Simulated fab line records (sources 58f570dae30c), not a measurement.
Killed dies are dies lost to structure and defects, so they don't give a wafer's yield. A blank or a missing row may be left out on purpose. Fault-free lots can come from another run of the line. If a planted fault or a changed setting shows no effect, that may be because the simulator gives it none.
fab line records	flow berkeley_cmos170
record lots=14	wafers=42	last_day=13
route steps=331 shown ACTIVE@71 PFIELD@87 SPACER@174
lots with no fault: from the same line, run without faults
start_h: start of the lot's first displayed wafer, in hours after the record's first day	wait_h: how many hours have passed since the lot's step before this one	" same as the row above	L1.1+2: several wafers, shown together as one row	- value missing, or start not given	* or withheld: withheld	< > ~ a bound
route shown NAME@n: names a module that has steps shown in the file, with the first one's number in the route	usual: mean/standard deviation of fault-free wafers	same: alike in all rows	chamber/n: place in a boat	sites: each site's reading	_std_site: their standard deviation	_edge_site: the outer-site mean with the inner-site mean subtracted	radius_mm: for every site, how far away it sits from the centre of the wafer	mask NAME#n: copy n	behind: the most recent tool/chamber to have shaped the wafer	hold: the reason the lot was held/the length of the hold in hours/how it ended	device: which transistor (n, p or np) failed to switch	end of line: tests run on the same wafers once the route is complete	a step with no rows: only its recipe	killed: count of dies lost to structure and defects at first sort (not the wafer's yield)	map: shows each die of a wafer: x if killed, . if not, _ if none is there
set.NAME: the setting the step ran with; set.NAME@STEP: the setting that earlier step ran with	model.NAME: the simulator's own value behind a step, which no gauge read
a sample of lots followed through the steps of the route, with each step as a table and each wafer as a row
services: from which hour (start_h, from the record's first day; less than 0 if before it) a tool's chamber was out of use, for how many hours, and why
## steps
# step UCB170_ACTIVE_PEB_11
# recipe peb_temp_c=130	peb_time_s=withheld	resist=KrF
# usual plate_sensor_t_centre_C=131.41/0.011	plate_sensor_t_edge_C=131.53/0.011
lot.wafer	tool	chamber	start_h	wait_h	plate_sensor_t_centre_C	plate_sensor_t_edge_C
L299.3	litho_track-04	0	89.90	0.3	131.42	131.52
L299.5	"	0	"	"	131.4	131.53
L299.6	"	0	"	"	131.41	131.5
L300.1	litho_track-03	0	90.10	0.2	131.41	131.53
L300.2	"	0	"	"	131.42	131.54
L300.5	"	0	"	"	131.41	131.53
L302.3	litho_track-03	0	104.33	0.3	131.4	131.54
L302.4	"	0	"	"	131.43	131.55
L302.5	"	0	"	"	131.42	131.53
L301.1	litho_track-03	0	108.94	0.1	131.42	131.54
L301.4	"	0	"	"	131.43	131.54
L301.6	"	0	"	"	131.4	131.52
L305.1	litho_track-01	0	117.00	0.6	131.41	131.54
L305.4	"	0	"	"	131.4	131.53
L305.5	"	0	"	"	131.4	131.55
L306.1	litho_track-03	0	133.04	0.3	131.4	131.52
L306.5	"	0	"	"	131.41	131.53
L306.6	"	0	"	"	131.42	131.52
L309.4	litho_track-03	0	141.27	0.5	131.4	131.51
L309.5	"	0	"	"	131.41	131.52
L309.6	"	0	"	"	131.4	131.54
L314.2	litho_track-01	0	168.00	0.1	131.41	131.52
L314.4	"	0	"	"	131.41	131.53
L314.5	"	0	"	"	131.41	131.54
L316.3	litho_track-04	0	176.79	0.8	131.41	131.54
L316.4	"	0	"	"	131.42	131.53
L316.6	"	0	"	"	131.41	131.5
L317.1	litho_track-01	0	-	-	131.41	131.54
L317.5	"	0	"	"	131.39	131.53
L317.6	"	0	"	"	131.39	131.52
L318.1	litho_track-01	0	194.98	0.1	131.4	131.52
L318.3	"	0	"	"	131.43	131.53
L318.6	"	0	"	"	131.42	131.52
L319.2	litho_track-04	0	195.30	0.1	131.42	131.52
L319.3	"	0	"	"	131.41	131.55
L319.4	"	0	"	"	131.4	131.54
L321.1	litho_track-01	0	202.43	0.1	131.42	131.55
L321.3	"	0	"	"	131.42	131.53
L321.4	"	0	"	"	131.41	131.53
L320.3	litho_track-03	0	202.72	0.1	131.42	131.55
L320.4	"	0	"	"	131.4	131.51
L320.5	"	0	"	"	131.4	131.53
# step UCB170_ACTIVE_DEVELOP_12
# recipe developer=TMAH	develop_time_s=45	resist=KrF	dev_temp_c=21
# usual chill_plate_temp_C=23.00/0.11	develop_time_s=45/0
lot.wafer	tool	chamber	start_h	wait_h	chill_plate_temp_C	develop_time_s
L299.3	litho_track-04	0	90	-	23.08	45
L299.5	"	0	"	"	22.90	45
L299.6	"	0	"	"	22.96	45
L300.1	litho_track-03	0	90	-	23.01	45
L300.2	"	0	"	"	23.17	45
L300.5	"	0	"	"	22.97	45
L302.3	litho_track-03	0	104	-	23.05	45
L302.4	"	0	"	"	23.16	45
L302.5	"	0	"	"	23.11	45
L301.1	litho_track-03	0	109	-	23.13	45
L301.4	"	0	"	"	22.98	45
L301.6	"	0	"	"	23.05	45
L305.1	litho_track-01	0	117	-	22.93	45
L305.4	"	0	"	"	22.80	45
L305.5	"	0	"	"	22.81	45
L306.1	litho_track-03	0	133	-	23.09	45
L306.5	"	0	"	"	22.95	45
L306.6	"	0	"	"	23.10	45
L309.4	litho_track-03	0	141	-	23.04	45
L309.5	"	0	"	"	23.09	45
L309.6	"	0	"	"	23.10	45
L314.2	litho_track-01	-	168	-	-	-
L314.4	"	-	"	"	-	-
L314.5	"	-	"	"	-	-
L316.3	litho_track-04	-	176	-	-	-
L316.4	"	-	"	"	-	-
L316.6	"	-	"	"	-	-
L317.1	litho_track-01	0	177	-	23.03	45
L317.5	"	0	"	"	23.04	45
L317.6	"	0	"	"	23.14	45
L318.1	litho_track-01	0	195	-	22.85	45
L318.3	"	0	"	"	22.99	45
L318.6	"	0	"	"	22.90	45
L319.2	litho_track-04	0	195	-	22.92	45
L319.3	"	0	"	"	22.77	45
L319.4	"	0	"	"	22.91	45
L321.1	litho_track-01	0	202	-	22.93	45
L321.3	"	0	"	"	22.96	45
L321.4	"	0	"	"	22.95	45
L320.3	litho_track-03	0	202	-	23.11	45
L320.4	"	0	"	"	23.04	45
L320.5	"	0	"	"	23.04	45
# step UCB170_PFIELD_STRIP_08
# recipe chemistry=O2	power_w=400	pressure_mtorr=3500	platen_temp_c=withheld	o2_flow_sccm=400	overash_fraction=0.5
# usual drypump_motor_current_A=5.57/0.26	oes_product_au=0.734/0.005	strip_time_to_endpoint_s=21.64/0.059
lot.wafer	tool	chamber	start_h	wait_h	drypump_motor_current_A	oes_product_au	rf_hours_counter_h	strip_time_to_endpoint_s
L299.3	plasma_asher-04	1	92.39	0.1	5.83	0.735	-	21.59
L299.5	"	1	"	"	5.82	0.731	-	21.64
L299.6	"	0	"	"	5.22	0.737	-	21.57
L300.1	plasma_asher-02	1	92.64	0.1	5.24	0.741	28	21.66
L300.2	"	0	"	"	5.58	0.738	28	21.59
L300.5	"	1	"	"	5.24	0.739	-	21.66
L302.3	plasma_asher-03	0	106.42	0.1	5.73	0.737	-	21.70
L302.4	"	1	"	"	5.79	0.736	-	21.73
L302.5	"	1	"	"	5.79	0.730	-	21.64
L301.1	plasma_asher-04	1	111.10	0.1	5.87	0.724	39	21.66
L301.4	"	0	"	"	5.21	0.724	-	21.54
L301.6	"	0	"	"	5.24	0.729	-	21.59
L305.1	plasma_asher-04	1	120.22	0.1	5.89	0.732	41	21.71
L305.4	"	0	"	"	5.23	0.738	-	21.75
L305.5	"	0	"	"	5.22	0.737	-	21.70
L306.1	plasma_asher-03	1	135.42	0.1	5.78	0.739	3	21.58
L306.5	"	0	"	"	5.69	0.741	-	21.57
L306.6	"	1	"	"	5.79	0.731	-	21.59
L309.4	plasma_asher-03	0	143.90	0.1	5.72	0.744	-	21.62
L309.5	"	1	"	"	5.79	0.736	-	21.57
L309.6	"	0	"	"	5.70	0.732	-	21.53
L317.1	plasma_asher-04	0	180.11	0.1	5.23	0.734	47	21.61
L317.5	"	1	"	"	5.86	0.728	-	21.52
L317.6	"	0	"	"	5.23	0.733	-	21.61
L318.1	plasma_asher-02	1	197.27	0.1	5.24	0.731	38	21.56
L318.3	"	1	"	"	5.20	0.741	-	21.70
L318.6	"	1	"	"	5.21	0.733	-	21.60
L319.2	plasma_asher-04	0	197.71	0.1	5.17	0.738	49	21.76
L319.3	"	1	"	"	5.83	0.732	-	21.87
L319.4	"	0	"	"	5.20	0.735	-	21.80
L320.3	plasma_asher-03	0	205.61	0.1	5.68	0.723	-	21.65
L320.4	"	1	"	"	5.76	0.728	-	21.68
L320.5	"	0	"	"	5.69	0.738	-	21.71
L321.1	plasma_asher-02	0	205.82	0.1	5.59	0.731	39	21.63
L321.3	"	1	"	"	5.23	0.733	-	21.56
L321.4	"	0	"	"	5.59	0.737	-	21.56
# step UCB170_SPACER_ETCHBACK_03
# recipe stop_on=Si	target=SiO2	chemistry=CHF3/CF4/Ar	CHF3_flow_sccm=50	cf4_flow_sccm=10	Ar_flow_sccm=120	pressure_mtorr=200	rf_w=500	target_depth_a=3760	time_s=100
# usual drypump_motor_current_A=5.80/0.29	oes_product_au=0.908/0.018	throttle_valve_pct=6.52/0.12
lot.wafer	tool	chamber	start_h	wait_h	drypump_motor_current_A	oes_product_au	rf_hours_counter_h	throttle_valve_pct
L299.3	rie_diel-02	3	157.75	0.0	6.23	0.888	101	6.57
L299.5	"	0	"	"	6.03	0.932	-	6.72
L299.6	"	1	"	"	5.47	0.944	-	6.58
L300.1	rie_diel-03	2	157.75	0.0	5.64	0.877	134	6.54
L300.2	"	0	"	"	5.71	0.904	52	6.42
L300.5	"	1	"	"	5.75	0.917	-	6.56
L301.1	rie_diel-03	2	173.06	0.0	5.66	0.873	134	6.56
L301.4	"	3	"	"	5.35	0.895	14	6.42
L301.6	"	1	"	"	5.73	0.924	-	6.55
L302.3	rie_diel-02	0	173.06	0.0	6.07	0.906	1	6.73
L302.4	"	1	"	"	5.46	0.923	83	6.60
L302.5	"	1	"	"	5.48	0.933	-	6.59
L305.1	rie_diel-02	2	183.90	0.0	5.78	0.908	116	6.34
L305.4	"	3	"	"	6.24	0.898	102	6.57
L305.5	"	2	"	"	5.78	0.926	-	6.35
L306.1	rie_diel-02	1	207.67	0.0	5.45	0.929	84	6.58
L306.5	"	0	"	"	6.11	0.912	-	6.75
L306.6	"	3	"	"	6.18	0.874	-	6.56
L309.4	rie_diel-02	1	215.67	0.0	5.47	0.929	85	6.58
L309.5	"	3	"	"	6.24	0.899	-	6.57
L309.6	"	2	"	"	5.78	0.919	-	6.34
L317.1	rie_diel-03	0	248.68	0.0	5.71	0.919	56	6.44
L317.5	"	3	"	"	5.34	0.890	-	6.43
L317.6	"	0	"	"	5.72	0.905	-	6.45
L318.1	rie_diel-04	3	264.51	0.0	5.56	0.924	16	6.75
L318.3	"	2	"	"	6.39	0.914	34	6.46
L318.6	"	2	"	"	6.41	0.917	-	6.46
L319.2	rie_diel-03	3	264.51	0.0	5.35	0.893	19	6.44
L319.3	"	1	"	"	5.75	0.921	113	6.56
L319.4	"	0	"	"	5.73	0.900	57	6.42
L320.3	rie_diel-04	0	271.76	0.0	5.67	0.889	14	6.44
L320.4	"	2	"	"	6.37	0.919	34	6.46
L320.5	"	2	"	"	6.39	0.915	-	6.45
L321.1	rie_diel-02	2	271.76	0.0	5.77	0.917	120	6.34
L321.3	"	1	"	"	5.45	0.924	87	6.58
L321.4	"	3	"	"	6.23	0.897	106	6.55
## services
tool	chamber	start_h	hours	kind
plasma_asher-03	-	77.60	2.9	repair
plasma_asher-04	-	85.67	1.7	repair
rie_diel-02	2	97.24	1.6	repair
rie_diel-02	0	97.63	9.0	repair
plasma_asher-03	-	101.20	0.9	repair
plasma_asher-03	-	108.75	9.0	pm
plasma_asher-03	0	108.75	9.0	vent_cycle
plasma_asher-03	1	108.75	9.0	vent_cycle
rie_diel-03	-	114.52	2.8	pm
plasma_asher-02	-	120.10	2.2	repair
rie_diel-02	0	126.44	-	clean
rie_diel-02	0	126.44	20.5	scheduled_down
rie_diel-02	0	126.44	20.5	vent_cycle
plasma_asher-04	-	128.12	1.3	repair
rie_diel-02	3	169.34	1.6	repair
rie_diel-03	-	176.46	0.5	repair
plasma_asher-02	-	203.56	1.6	repair
rie_diel-04	2	206.53	3.4	repair
plasma_asher-03	-	208.77	6.9	repair
rie_diel-04	0	210.94	25.6	repair
plasma_asher-04	-	224.19	13.4	repair
plasma_asher-02	-	246.95	1.9	repair
plasma_asher-04	-	248.66	2.8	pm
rie_diel-03	2	267.37	12.4	repair
## key
first_sign step=UCB170_ACTIVE_DEVELOP_12	reading=tool_record	direction=missing
effect none on later readings
met_at UCB170_ACTIVE_DEVELOP_12
struck_lots L314,L316
later_rows_left_out L314.2,L314.4,L314.5,L316.3,L316.4,L316.6
sort_left_out L314.2,L314.4,L314.5,L316.3,L316.4,L316.6
tester_left_out L314,L316
not_acting_at UCB170_ACTIVE_PEB_11,UCB170_PFIELD_STRIP_08,UCB170_SPACER_ETCHBACK_03
onset_between 117 168
fault kind=skipped_step_whole	tool=litho_track-01,litho_track-04	chamber=-	onset_h=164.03	steps=UCB170_ACTIVE_DEVELOP_12	scope=struck_lots_only
# tester_left_out: of these lots the tester's yield and bins aren't shown, on N5 and GAA mostly nor the transistor test; their killed dies are dies lost to structure and defects alone, not to doping, threshold or leakage, so they don't give the yield
# sort_left_out: the simulated sort isn't trusted on such a fault, so these wafers' sort isn't shown, and their yield isn't known
# later_rows_left_out: the simulator's readings of these wafers behind a module that went badly wrong aren't trusted and aren't shown, but for the sort
